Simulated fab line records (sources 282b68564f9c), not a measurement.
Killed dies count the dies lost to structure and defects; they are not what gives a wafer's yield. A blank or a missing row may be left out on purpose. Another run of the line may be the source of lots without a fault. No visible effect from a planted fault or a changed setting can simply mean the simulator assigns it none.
Problem report, 8D (eight disciplines) form, completed by code    flow rit cmos    the parts of the form that need people (team, actions taken, sign-off) are left out

## 1. THE ISSUE
Across 6 wafers from 2 lots, PSD_RS at RIT_SDANNEAL_RS_MEAS_04 averages 97.56 ohm/sq, while fault-free wafers read 115.92 ohm/sq with a standard deviation of 0.26. That puts it -71 standard deviations away from the usual mean.
The step: measures by four-point-probe.
The first sign was on wafer L900.1 at day 4 18:46, on film metro-01. Wafers with a number at this step in the record: 39, from 13 lots. The rule behind "out" and "out of limits": a value lying over 4 standard deviations away from the usual mean. Any other wafer with a number is counted as sound.

## 2. WHAT IT IS, AND WHAT IT ISN'T
question                     is                            is not
which readings at this step  PSD_RS                        -
which lots                   L900, L902                    L892, L893, L894, L897, L901, L905, L907, L909, L911, L913, L915
which wafers of those lots   all that have a number        -
read on which gauges         film metro-01, film metro-03  film metro-02
when                         from day 4 18:46              up to then (12 sound wafers); but 21 sound wafers of L901, L905, L907, L909, L911, L913, L915 came after

## 3. THE SUSPECTS, EACH WITH WHAT RULES IT OUT
Counting: any tool at a process step up to the reading is kept as a suspect provided that every lot that is out went through it and no sound lot did after the first of them.
- the gauge at RIT_SDANNEAL_RS_MEAS_04 is ruled out. 2 gauges (film metro-01, film metro-03) read the wafers that are out.
- rtp anneal-01 at RIT_SDANNEAL_RTA_03 (time 5 s): kept. It ran every lot that is out, first L900 (day 4 18:43), and no sound lot after that; its last sound lot up to then is L894 (day 3 12:16).
After counting, what remains is rtp anneal-01 at RIT_SDANNEAL_RTA_03.

## 4. THE CAUSE (what the simulator had put in)
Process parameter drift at RIT_SDANNEAL_RTA_03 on rtp anneal-01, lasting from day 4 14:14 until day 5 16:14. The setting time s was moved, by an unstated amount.
The count eliminated every tool but this one.

## 5. THE EFFECT CHAIN, in route order
Each row: a reading whose mean over the struck wafers that have a number lies more than 3 standard deviations from the usual. Scope: only readings with a usual standard deviation given in the record; hours: median across lots of the time from each lot's start at the first step in this table that gives one to its start at this step; sigmas: change in usual standard deviations.
hours  step                     reading  usual          on struck wafers  change  sigmas
0      RIT_SDANNEAL_RS_MEAS_04  PSD_RS   115.92 ohm/sq  97.56             -18.36  -71
0      RIT_SDANNEAL_RS_MEAS_05  NSD_RS   84.5 ohm/sq    81.0              -3.5    -11
0      RIT_SDANNEAL_RS_MEAS_06  PLDD_RS  178.7 ohm/sq   161.6             -17.1   -40
0      RIT_SDANNEAL_RS_MEAS_07  NLDD_RS  151.6 ohm/sq   148.4             -3.2    -4.8

## 6. HOW IT WOULD HAVE BEEN CAUGHT EARLIER
5 hours passed between the start of the fault at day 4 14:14 and the first reading out of limits at a measuring or inspecting step in this record, taken at day 4 18:46.
An alarm limit of 4 standard deviations would not have fired on the tool readings at RIT_SDANNEAL_RTA_03 for which the record gives a usual standard deviation, since none of them was out on any struck wafer.
L902, from the lots that are out (2), started RIT_SDANNEAL_RTA_03 on rtp anneal-01 later than day 4 18:46. It would have been spared by a hold on the tool at that moment.
